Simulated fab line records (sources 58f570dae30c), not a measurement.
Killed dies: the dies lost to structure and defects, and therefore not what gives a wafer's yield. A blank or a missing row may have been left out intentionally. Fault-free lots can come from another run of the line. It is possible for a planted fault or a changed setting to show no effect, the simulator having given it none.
Commonality check across tools :: flow berkeley_cmos170 :: Sample size 15 lots and 45 wafers

## REASON IT WAS OPENED
Of 15 lots, 3 have the reading V1_OVL flagged at UCB170_V1_OVL_MEAS_13. Fault-free wafers read -5 nm, with a standard deviation of 5.1.
Rule: a lot is flagged when every wafer of it that has a number lies more than 4 standard deviations from that mean, or none has a number. As for the other lots, they are considered sound.

lot: L284
measured: day 8 14:25
on: overlay-01
V1_OVL (nm), wafer by wafer: -3 -7 -10
flag: 

lot: L287
measured: day 9 09:41
on: overlay-01
V1_OVL (nm), wafer by wafer: 6 -4 -4
flag: 

lot: L289
measured: day 9 19:51
on: overlay-01
V1_OVL (nm), wafer by wafer: 0 -12 -17
flag: 

lot: L290
measured: day 10 00:40
on: overlay-01
V1_OVL (nm), wafer by wafer: -4 -2 1
flag: 

lot: L291
measured: day 10 02:06
on: overlay-02
V1_OVL (nm), wafer by wafer: -6 -7 -6
flag: 

lot: L292
measured: day 10 09:53
on: overlay-01
V1_OVL (nm), wafer by wafer: -12 -8 -12
flag: 

lot: L293
measured: day 10 10:43
on: overlay-01
V1_OVL (nm), wafer by wafer: -6 -15 -11
flag: 

lot: L294
measured: day 10 23:46
on: overlay-01
V1_OVL (nm), wafer by wafer: -2 4 0
flag: 

lot: L295
measured: day 11 01:23
on: overlay-02
V1_OVL (nm), wafer by wafer: -7 -8 -10
flag: 

lot: L299
measured: day 11 07:26
on: overlay-02
V1_OVL (nm), wafer by wafer: -4 -1 -7
flag: 

lot: L298
measured: day 11 08:45
on: overlay-01
V1_OVL (nm), wafer by wafer: 163 170 166
flag: FLAGGED

lot: L297
measured: day 11 10:29
on: overlay-02
V1_OVL (nm), wafer by wafer: 164 157 162
flag: FLAGGED

lot: L301
measured: day 16 05:54
on: overlay-01
V1_OVL (nm), wafer by wafer: 158 169 165
flag: FLAGGED

lot: L303
measured: day 16 06:49
on: overlay-02
V1_OVL (nm), wafer by wafer: -13 -3 0
flag: 

lot: L307
measured: day 16 06:56
on: overlay-01
V1_OVL (nm), wafer by wafer: -11 -1 -1
flag: 
Average over the flagged lots: 164 nm; offset from the usual +169 nm, equal to +33 standard deviations.

## TOOL THAT RAN EACH LOT
The record holds 2 process steps before the reading, out of a route of 331 steps. Every cell lists first the tool, next ch and the chambers used by the sampled wafers, and last the start.
lot: L284
flag: 
UCB170_CONTACT_ETCH_17: rie_diel-04 ch 0,2,3, day 8 06:35
UCB170_V1_EXPOSE_09: krf_scanner-01 ch 0, day 8 13:25

lot: L287
flag: 
UCB170_CONTACT_ETCH_17: rie_diel-03 ch 2,3, day 9 01:36
UCB170_V1_EXPOSE_09: krf_scanner-01 ch 0, day 9 08:56

lot: L289
flag: 
UCB170_CONTACT_ETCH_17: rie_diel-04 ch 0,1,2, day 9 12:01
UCB170_V1_EXPOSE_09: krf_scanner-01 ch 0, day 9 19:20

lot: L290
flag: 
UCB170_CONTACT_ETCH_17: rie_diel-01 ch 0,1,3, day 9 18:58
UCB170_V1_EXPOSE_09: krf_scanner-01 ch 0, day 9 23:59

lot: L291
flag: 
UCB170_CONTACT_ETCH_17: rie_diel-03 ch 0,1,3, day 9 19:14
UCB170_V1_EXPOSE_09: krf_scanner-01 ch 0, day 10 01:20

lot: L292
flag: 
UCB170_CONTACT_ETCH_17: rie_diel-03 ch 0,1,3, day 10 00:52
UCB170_V1_EXPOSE_09: krf_scanner-02 ch 0, day 10 08:32

lot: L293
flag: 
UCB170_CONTACT_ETCH_17: rie_diel-04 ch 2,3, day 10 01:07
UCB170_V1_EXPOSE_09: krf_scanner-02 ch 0, day 10 09:14

lot: L294
flag: 
UCB170_CONTACT_ETCH_17: rie_diel-01 ch 1,3, day 10 16:46
UCB170_V1_EXPOSE_09: krf_scanner-02 ch 0, day 10 23:15

lot: L295
flag: 
UCB170_CONTACT_ETCH_17: rie_diel-01 ch 0,2, day 10 18:40
UCB170_V1_EXPOSE_09: krf_scanner-01 ch 0, day 11 00:39

lot: L299
flag: 
UCB170_CONTACT_ETCH_17: rie_diel-03 ch 0,2,3, day 11 00:46
UCB170_V1_EXPOSE_09: krf_scanner-01 ch 0, day 11 06:46

lot: L298
flag: FLAGGED
UCB170_CONTACT_ETCH_17: rie_diel-04 ch 0,1,2, day 11 01:36
UCB170_V1_EXPOSE_09: krf_scanner-02 ch 0, day 11 08:15

lot: L297
flag: FLAGGED
UCB170_CONTACT_ETCH_17: rie_diel-04 ch 1,2,3, day 11 03:07
UCB170_V1_EXPOSE_09: krf_scanner-02 ch 0, day 11 09:39

lot: L301
flag: FLAGGED
UCB170_CONTACT_ETCH_17: rie_diel-03 ch 0,3, day 12 07:16
UCB170_V1_EXPOSE_09: krf_scanner-02 ch 0, day 16 03:58

lot: L303
flag: 
UCB170_CONTACT_ETCH_17: rie_diel-04 ch 1,2,3, day 12 07:32
UCB170_V1_EXPOSE_09: krf_scanner-01 ch 0, day 16 04:37

lot: L307
flag: 
UCB170_CONTACT_ETCH_17: rie_diel-01 ch 0,3, day 13 08:38
UCB170_V1_EXPOSE_09: krf_scanner-01 ch 0, day 16 04:44
What these steps do:
- UCB170_CONTACT_ETCH_17: etches BARC in N2/H2.
- UCB170_V1_EXPOSE_09: exposes mask VIA1, target cd 700 nm.
- UCB170_V1_OVL_MEAS_13

## FLAGGED AGAINST TOTAL, ONE TOOL AT A TIME (gauges that did the reading follow at the end)
step: UCB170_CONTACT_ETCH_17
tool: rie_diel-01
lots run: 4
flagged: 0
share of the flagged lots: none
sound lots run after its first flagged lot: -

step: UCB170_CONTACT_ETCH_17
tool: rie_diel-03
lots run: 5
flagged: 1
share of the flagged lots: some
sound lots run after its first flagged lot: 0

step: UCB170_CONTACT_ETCH_17
tool: rie_diel-04
lots run: 6
flagged: 2
share of the flagged lots: some
sound lots run after its first flagged lot: 1 (L303)

step: UCB170_V1_EXPOSE_09
tool: krf_scanner-01
lots run: 9
flagged: 0
share of the flagged lots: none
sound lots run after its first flagged lot: -

step: UCB170_V1_EXPOSE_09
tool: krf_scanner-02
lots run: 6
flagged: 3
share of the flagged lots: all
sound lots run after its first flagged lot: 0

step: UCB170_V1_OVL_MEAS_13
tool: overlay-01
lots run: 10
flagged: 2
share of the flagged lots: some
sound lots run after its first flagged lot: 1 (L307)

step: UCB170_V1_OVL_MEAS_13
tool: overlay-02
lots run: 5
flagged: 1
share of the flagged lots: some
sound lots run after its first flagged lot: 1 (L303)

## WHAT THE TABLE PERMITS
In the table, 1 row covers all flagged lots: krf_scanner-02 at UCB170_V1_EXPOSE_09.
- krf_scanner-02 at UCB170_V1_EXPOSE_09 ran 6 lots, 3 of them flagged. It ran its last sound lot, L294, at day 10 23:15 and its first flagged lot, L298, at day 11 08:15: a fault with its onset between the two fits.
Just one tool remains: krf_scanner-02 at UCB170_V1_EXPOSE_09.

## WHAT THE SIMULATOR HAD PUT IN
Scanner matching overlay: krf_scanner-02, from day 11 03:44 on, at UCB170_V1_EXPOSE_09. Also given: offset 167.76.
Struck lots among those shown: L298, L297, L301. The same result came from the rule above.
